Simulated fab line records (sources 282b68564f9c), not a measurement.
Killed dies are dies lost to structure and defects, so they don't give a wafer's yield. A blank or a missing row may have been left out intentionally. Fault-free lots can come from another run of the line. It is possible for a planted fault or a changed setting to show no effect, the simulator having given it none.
A struck lot beside a sound one / flow ritCmos / 39 steps out of a route of 202
Sound: these wafers, L918.1, L918.2, L918.6. The struck wafers were L909.1, L909.4, L909.6. The cause is named last.
For every step that has rows: the tool of each side, followed by ch and its chambers, followed by its first start. Under that, the readings that differ: sound wafers / struck wafers / difference of the means / sigmas: that difference in standard deviations of wafers without a fault.
alike: same words and numbers on both sides, and readings whose means sit less than 2 such deviations apart. not compared: any withheld reading, any reading some wafer has no value for, any bound like >300 that may hide the same value, and any number with overlapping values for which the record gives no deviation.
A row with sigmas, a row that says differs or no value, or rows on one side alone: a step with any of these is where the two part. Numbers that have no deviation but don't overlap get no sigmas and don't part them. A reading that every wafer of one side lacks parts them only if that side has two wafers or more.

first, 3 steps without rows for these wafers: RIT_GATE_EXPOSE_13 (exposes mask M6, target cd 150 nm); RIT_GATE_PEB_14; RIT_GATE_DEVELOP_15 (develop time 50 s).
RIT_GATE_CD_MEAS_16: target cd 150 nm.
  struck on cdSem-02, day 3 05:10; sound on cdSem-02, day 5 02:40
  alike: cdNm
RIT_GATE_OVL_MEAS_17:
  struck on overlay-02, day 3 05:17; sound on overlay-02, day 5 02:47
  alike: GATE_OVL
then, 1 step without rows for these wafers: RIT_GATE_HARDBAKE_18 (time 60 s).
RIT_GATE_ETCH_19: etches poly-Si in SF6/CHF3/O2, stops on SiO2, time 165 s, target depth 312.5 nm.
  sound on rieSi-02 ch 1,2,3, day 5 02:58; struck on rieSi-01 ch 0,2, day 3 05:28
reading=drypumpMotorCurrentA (A); sound=5.2 5.0 4.9; struck=6.6 5.8 6.6; difference=+1.3; sigmas=+2
  alike: oesProductAu, throttleValvePct
  not compared: rfHoursCounterH
RIT_GATE_STRIP_20: strips in O2, time 180 s.
  sound on plasmaAsher-04 ch 0,1, day 5 03:10; struck on plasmaAsher-03 ch 0,1, day 3 05:34
  alike: drypumpMotorCurrentA
  not compared: rfHoursCounterH
RIT_GATE_CD_MEAS_90: target cd 150 nm.
  struck on cdSem-01, day 3 05:45; sound on cdSem-02, day 5 03:20
  alike: cdNm
then, 3 steps without rows for these wafers: RIT_REOX_CLEAN_00 (cleans in SC1, time 600 s); RIT_REOX_CLEAN_01 (cleans in dHF, time 30 s); RIT_REOX_CLEAN_02 (cleans in SC2, time 600 s).
RIT_REOX_OXIDATION_03: target thk 25.2 nm, ox time 5580 s.
  sound on furnace-04 ch 0, day 5 03:52; struck on furnace-04 ch 0, day 3 09:04
  alike: spikeTcCentreC
RIT_REOX_THK_MEAS_04:
  struck on filmMetro-01, day 3 11:37; sound on filmMetro-01, day 5 06:25
reading=REOX_OXIDE_THK (nm); sound=25.4 24.9 25.3; struck=41.0 40.7 41.1; difference=+15.7; sigmas=+31
then, 6 steps without rows for these wafers: RIT_NLDD_HMDS_00 (prime time 60 s); RIT_NLDD_COAT_01 (resist thk 1000 nm); RIT_NLDD_SOFTBAKE_02 (time 60 s); RIT_NLDD_EXPOSE_03 (exposes mask M7, target cd 40700 nm); RIT_NLDD_PEB_04; RIT_NLDD_DEVELOP_05 (develop time 50 s).
RIT_NLDD_OVL_MEAS_06:
  struck on overlay-02, day 3 12:50; sound on overlay-01, day 5 07:19
  alike: NLDD_OVL
then, 2 steps without rows for these wafers: RIT_NLDD_HARDBAKE_07 (time 60 s); RIT_NLDD_IMPLANT_08.
RIT_NLDD_STRIP_09: strips in O2, time 180 s.
  sound on plasmaAsher-02 ch 0,1, day 5 07:39; struck on plasmaAsher-02 ch 0,1, day 3 13:10
  alike: drypumpMotorCurrentA
  not compared: rfHoursCounterH
RIT_NLDD_TW_MEAS_10:
  struck on filmMetro-01, day 3 13:20; sound on filmMetro-03, day 5 07:50
  alike: NLDD_TW
then, 6 steps without rows for these wafers: RIT_PLDD_HMDS_00 (prime time 60 s); RIT_PLDD_COAT_01 (resist thk 1000 nm); RIT_PLDD_SOFTBAKE_02 (time 60 s); RIT_PLDD_EXPOSE_03 (exposes mask M8, target cd 40900 nm); RIT_PLDD_PEB_04; RIT_PLDD_DEVELOP_05 (develop time 50 s).
RIT_PLDD_OVL_MEAS_06:
  struck on overlay-01, day 3 14:29; sound on overlay-02, day 5 08:44
  alike: PLDD_OVL
then, 2 steps without rows for these wafers: RIT_PLDD_HARDBAKE_07 (time 60 s); RIT_PLDD_IMPLANT_08.
RIT_PLDD_STRIP_09: strips in O2, time 180 s.
  sound on plasmaAsher-02 ch 0,1, day 5 09:05; struck on plasmaAsher-03 ch 0, day 3 14:49
reading=drypumpMotorCurrentA (A); sound=5.2 5.2 5.2; struck=6.6 6.5 6.5; difference=+1.3; sigmas=+3
  not compared: rfHoursCounterH
RIT_PLDD_TW_MEAS_10:
  struck on filmMetro-02, day 3 14:59; sound on filmMetro-01, day 5 09:16
  alike: PLDD_TW
RIT_SPACER_CLEAN_00: cleans in SC1, time 600 s.
  sound on wetBench-01 ch 1, day 5 09:19; struck on wetBench-01 ch 3, day 3 15:03
reading=model.SiO2_of_REOX_OXIDATION_03.thkNm (nm); sound=23.44 23.02 23.33; struck=37.83 37.59 37.92; difference=+14.52; sigmas=
then, 1 step without rows for these wafers: RIT_SPACER_CLEAN_01 (cleans in dHF, time 30 s).
RIT_M1_PROBE_99:
  struck on prober-02, day 4 06:06; sound on prober-01, day 5 23:56
  alike: killedAtFrontEnd, killedDies, killedOpen, killedShort

WHERE THEY PART
At RIT_GATE_ETCH_19 first; at RIT_PLDD_STRIP_09 last (within this record only). Later steps at which nothing parts them and some readings are alike: RIT_PLDD_TW_MEAS_10, RIT_M1_PROBE_99.

WHY: what had been put in by the simulator
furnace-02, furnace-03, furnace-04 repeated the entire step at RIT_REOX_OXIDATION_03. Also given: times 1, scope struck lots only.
